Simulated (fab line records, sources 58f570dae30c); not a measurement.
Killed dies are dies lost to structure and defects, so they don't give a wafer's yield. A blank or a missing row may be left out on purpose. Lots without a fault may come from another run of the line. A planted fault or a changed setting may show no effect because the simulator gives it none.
Which tool did it? | flow berkeley_cmos170 | 14 lots, 42 wafers sampled, at 4 steps of a route of 331

WHAT THE GAUGES READ, wafer by wafer
UCB170_PSD_OVL_MEAS_07.
lot  | measured     | on         | PSD_OVL (nm)
L921 | day 7 03:46  | overlay-02 | -2 -4 0
L925 | day 7 19:10  | overlay-02 | -6 -4 -5
L924 | day 7 19:25  | overlay-01 | -12 -11 -12
L922 | day 7 19:32  | overlay-02 | -6 -8 -9
L923 | day 7 19:38  | overlay-02 | -2 -9 -10
L928 | day 8 09:11  | overlay-01 | 4 3 2
L929 | day 8 09:27  | overlay-01 | -13 -4 -12
L926 | day 8 13:56  | overlay-02 | -2 -11 -3
L927 | day 8 14:05  | overlay-02 | -3 2 0
L930 | day 8 17:59  | overlay-02 | 0 -1 -7
L937 | day 10 01:02 | overlay-02 | 0 -10 -5
L936 | day 10 05:20 | overlay-01 | -8 -4 -6
L939 | day 10 17:35 | overlay-02 | -6 -1 -14
L941 | day 11 06:17 | overlay-02 | -10 -2 -5

UCB170_NSD_TW_MEAS_10.
lot  | measured     | on            | NSD_TW
L921 | day 7 07:50  | film_metro-03 | 4169 4158 4156
L925 | day 7 22:55  | film_metro-03 | 4179 4146 4160
L924 | day 7 23:21  | film_metro-03 | 4153 4171 4175
L922 | day 7 23:05  | film_metro-04 | 4236 4261 4249
L923 | day 7 23:36  | film_metro-04 | 4285 4237 4248
L928 | day 8 11:20  | film_metro-04 | 4310 4291 4277
L929 | day 8 14:07  | film_metro-04 | 4259 4274 4262
L926 | day 8 15:56  | film_metro-02 | 4213 4219 4226
L927 | day 8 16:10  | film_metro-03 | 4183 4160 4178
L930 | day 8 20:16  | film_metro-03 | 4180 4184 4174
L937 | day 10 04:23 | film_metro-04 | 4259 4237 4264
L936 | day 10 07:21 | film_metro-04 | 4241 4243 4251
L939 | day 10 20:34 | film_metro-03 | 4192 4192 4174
L941 | day 11 08:24 | film_metro-02 | 4258 4256 4254

UCB170_V1_THK_MEAS_01.
lot  | measured     | on            | V1_TEOS_THK (nm)
L921 | day 8 00:05  | film_metro-03 | 2018 2090 2028
L925 | day 8 22:32  | film_metro-02 | 1969 2009 2030
L924 | day 8 22:32  | film_metro-03 | 2007 2058 2054
L922 | day 8 22:42  | film_metro-02 | 1991 2029 2002
L923 | day 8 22:32  | film_metro-01 | 1934 1979 2041
L928 | day 9 02:34  | film_metro-03 | 1986 2019 2071
L929 | day 9 02:34  | film_metro-01 | 2035 1966 2039
L926 | day 9 06:29  | film_metro-01 | 1952 2006 2019
L927 | day 9 06:29  | film_metro-02 | 1977 2021 2006
L930 | day 9 10:34  | film_metro-01 | 1998 2036 2041
L937 | day 10 18:17 | film_metro-02 | 1963 2042 2024
L936 | day 10 20:19 | film_metro-02 | 1991 2051 2032
L939 | day 11 12:16 | film_metro-03 | 2021 2020 2045
L941 | day 11 23:28 | film_metro-01 | 1997 2012 2062

WHICH TOOL RAN EACH LOT (tool, then ch and the chambers of the sampled wafers, then the start)
lot  | UCB170_CONTACT_ETCH_18
L921 | rie_diel-02 ch 0,1,3, day 7 15:00
L925 | rie_diel-04 ch 0,1,2, day 8 14:00
L924 | rie_diel-04 ch 0,1, day 8 14:00
L922 | rie_diel-02 ch 1,2,3, day 8 14:00
L923 | rie_diel-03 ch 0,1,2, day 8 14:00
L928 | rie_diel-02 ch 0,1,3, day 8 20:00
L929 | rie_diel-03 ch 0,2,3, day 8 22:00
L926 | rie_diel-03 ch 0,2,3, day 9 01:00
L927 | rie_diel-03 ch 0,1,3, day 8 23:00
L930 | rie_diel-04 ch 0,2, day 9 03:00
L937 | rie_diel-04 ch 1,2, day 10 11:00
L936 | rie_diel-02 ch 1,3, day 10 14:00
L939 | rie_diel-02 ch 1,3, day 11 03:00
L941 | rie_diel-04 ch 0,1,3, day 11 14:00
- UCB170_CONTACT_ETCH_18: etches PSG in CHF3/CF4/Ar, stops on TiSi2, target depth 840 nm, time 195 s.

WHAT THE TOOLS THEMSELVES READ (means of the sampled wafers that have a number; where no wafer has one, the mark that the record gives instead)
UCB170_CONTACT_ETCH_18.
lot  | tool        | drypump_motor_current_A (A) | oes_product_au (a.u.) | rf_fwd_power_W (W) | throttle_valve_pct (%)
L921 | rie_diel-02 | 5.5                         | 0.893                 | 699.1              | 6.88
L925 | rie_diel-04 | 5.6                         | 0.901                 | 697.1              | 6.95
L924 | rie_diel-04 | 5.4                         | 0.910                 | 698.4              | 6.94
L922 | rie_diel-02 | 5.5                         | 0.891                 | 702.2              | 6.96
L923 | rie_diel-03 | 4.9                         | 0.889                 | 697.9              | 6.91
L928 | rie_diel-02 | 5.5                         | 0.899                 | 695.3              | 6.88
L929 | rie_diel-03 | 5.0                         | 0.880                 | 698.7              | 6.94
L926 | rie_diel-03 | 4.9                         | 0.885                 | 697.3              | 6.96
L927 | rie_diel-03 | 4.9                         | 0.884                 | 697.0              | 6.92
L930 | rie_diel-04 | 5.9                         | 0.881                 | 697.9              | 6.95
L937 | rie_diel-04 | 5.8                         | 0.906                 | 695.6              | 6.96
L936 | rie_diel-02 | 5.3                         | 0.890                 | 697.5              | 6.93
L939 | rie_diel-02 | 5.5                         | 0.905                 | 695.1              | 6.95
L941 | rie_diel-04 | 5.4                         | 0.899                 | 700.5              | 7.00

THE ANSWER, worked out from the rows above alone
Rule: what is usual is taken from the lots themselves. Put in order of their means at a reading, lots are off if they are a third of the lots or fewer, leave a main group of 4 or more, and stand apart from it by a gap of 3 or more times the standard deviation of the main group's means; of several such gaps the widest counts. A main group whose means are all the same, to the digits that the tables above print for the reading, isn't used. A lot without any number at a reading at which 4 lots or more have one is off too. The other lots that the step has rows for count as sound. The gauges are gone through in route order, then the tools' own readings, and for those a lot's mean is taken as printed above. The first step at which some lot is off is used, and at that step the reading that is off furthest; a lot without a number counts as furthest.
No lot is off at any reading shown: from this, nothing can be told.

WHAT THE SIMULATOR HAD PUT IN
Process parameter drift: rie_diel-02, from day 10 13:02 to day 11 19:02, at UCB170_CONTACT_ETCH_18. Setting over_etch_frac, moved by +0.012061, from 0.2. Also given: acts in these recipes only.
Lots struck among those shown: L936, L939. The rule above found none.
